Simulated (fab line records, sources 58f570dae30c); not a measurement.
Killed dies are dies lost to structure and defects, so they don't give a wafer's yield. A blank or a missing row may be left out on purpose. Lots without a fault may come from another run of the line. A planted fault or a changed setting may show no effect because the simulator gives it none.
Split-lot experiment | flow berkeley_cmos170 | 5 lots, 23 wafers read, on a route of 331 steps

THE SPLIT
At UCB170_NSD_PEB_04, the setting peb_temp_c was moved away from the recipe's 130 C on 8 of the 23 wafers read, by -1.4% to +2.8%. The other wafers ran this setting at the recipe's value.

FROM THE SPLIT TO THE READING: what the file shows between them, 1 step
- UCB170_NSD_DEVELOP_05: develop time 45 s

THE READING
cd_nm, in nm, at UCB170_NSD_CD_MEAS_06 (target cd 1200 nm). Fault-free wafers of this fab line usually give 1200.1 nm, standard deviation 1.4 nm.

wafer  | tool, chamber at the split | peb_temp_c as run, C | against the recipe | cd_nm, nm | against lot-mates on the recipe
L076.1 | litho_track-01, 0          | 128.2                | -1.4%              | 1186.9    | -14.3
L076.2 | litho_track-01, 0          | 130                  | recipe             | 1201.2    | -
L076.3 | litho_track-01, 0          | 130                  | recipe             | 1201.2    | -
L076.5 | litho_track-01, 0          | 128.2                | -1.4%              | 1187.7    | -13.5
L076.6 | litho_track-01, 0          | 128.2                | -1.4%              | 1188.1    | -13.1
L079.2 | litho_track-01, 0          | 130                  | recipe             | 1201.7    | -
L079.3 | litho_track-01, 0          | 130                  | recipe             | 1199.7    | -
L079.5 | litho_track-01, 0          | 130                  | recipe             | 1200.9    | -
L080.1 | litho_track-03, 0          | 130                  | recipe             | 1200.9    | -
L080.2 | litho_track-03, 0          | 130                  | recipe             | 1199.7    | -
L080.3 | litho_track-03, 0          | 131.9                | +1.5%              | 1211.2    | +11.0
L080.5 | litho_track-03, 0          | 130                  | recipe             | 1200.1    | -
L080.6 | litho_track-03, 0          | 131.9                | +1.5%              | 1211.7    | +11.5
L082.1 | litho_track-03, 0          | 130                  | recipe             | 1200.6    | -
L082.2 | litho_track-03, 0          | 130                  | recipe             | 1200.7    | -
L082.3 | litho_track-03, 0          | 130                  | recipe             | 1199.7    | -
L082.4 | litho_track-03, 0          | 130                  | recipe             | 1199.3    | -
L082.5 | litho_track-03, 0          | 130                  | recipe             | 1199.2    | -
L084.2 | litho_track-03, 0          | 133.6                | +2.8%              | 1224.4    | +20.9
L084.3 | litho_track-03, 0          | 133.6                | +2.8%              | 1222.5    | +19.0
L084.4 | litho_track-03, 0          | 133.6                | +2.8%              | 1221.1    | +17.6
L084.5 | litho_track-03, 0          | 130                  | recipe             | 1203.6    | -
L084.6 | litho_track-03, 0          | 130                  | recipe             | 1203.4    | -

THE FIT
A straight line over all 23 wafers: cd_nm changes by +8.21 nm for each +1% of peb_temp_c; r = +0.99; the points scatter about the line by 1.4 nm.
The same after taking each lot's own level away (the mean of its wafers on the recipe; 23 wafers): +7.67 nm for each +1%; r = +0.99; scatter 1.4 nm.
On that fit, the largest move of peb_temp_c shifts the reading by 21 nm.
The lots' own levels span 1199.90 to 1203.50 nm, that is 2.6 times the standard deviation above.
So the lot-to-lot level changes the slope little: the two slopes agree.
Check: with one of the wafers moved furthest among these (+2.8%) left out of the fit, the line predicts +20.5 nm for it against its lot-mates. It came out at +20.9 nm against them.

OTHER SPLITS ON THESE WAFERS
These wafers also went through other splits before the reading. Each is held against what the fit with the lots' levels taken away leaves over:
other split on the same wafers     | wafers away from the commonest value | r with cd_nm (lot level and that fit taken away)
UCB170_ZERO_ETCH_06 time_s         | 4                                    | -0.07
UCB170_NWELL_ETCH_13 time_s        | 5                                    | +0.02
UCB170_PFIELD_IMPLANT_07 dose_cm2  | 8                                    | -0.21
UCB170_GATE_CVD_04 temp_c          | 18                                   | -0.46
UCB170_GATE_COAT_07 spin_rpm       | 8                                    | +0.21
UCB170_GATE_ETCH_15 over_etch_frac | 11                                   | -0.03

THE FILE'S OWN FIT
cd_nm changes by +7.55 nm for each +1% of peb_temp_c, r = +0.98.
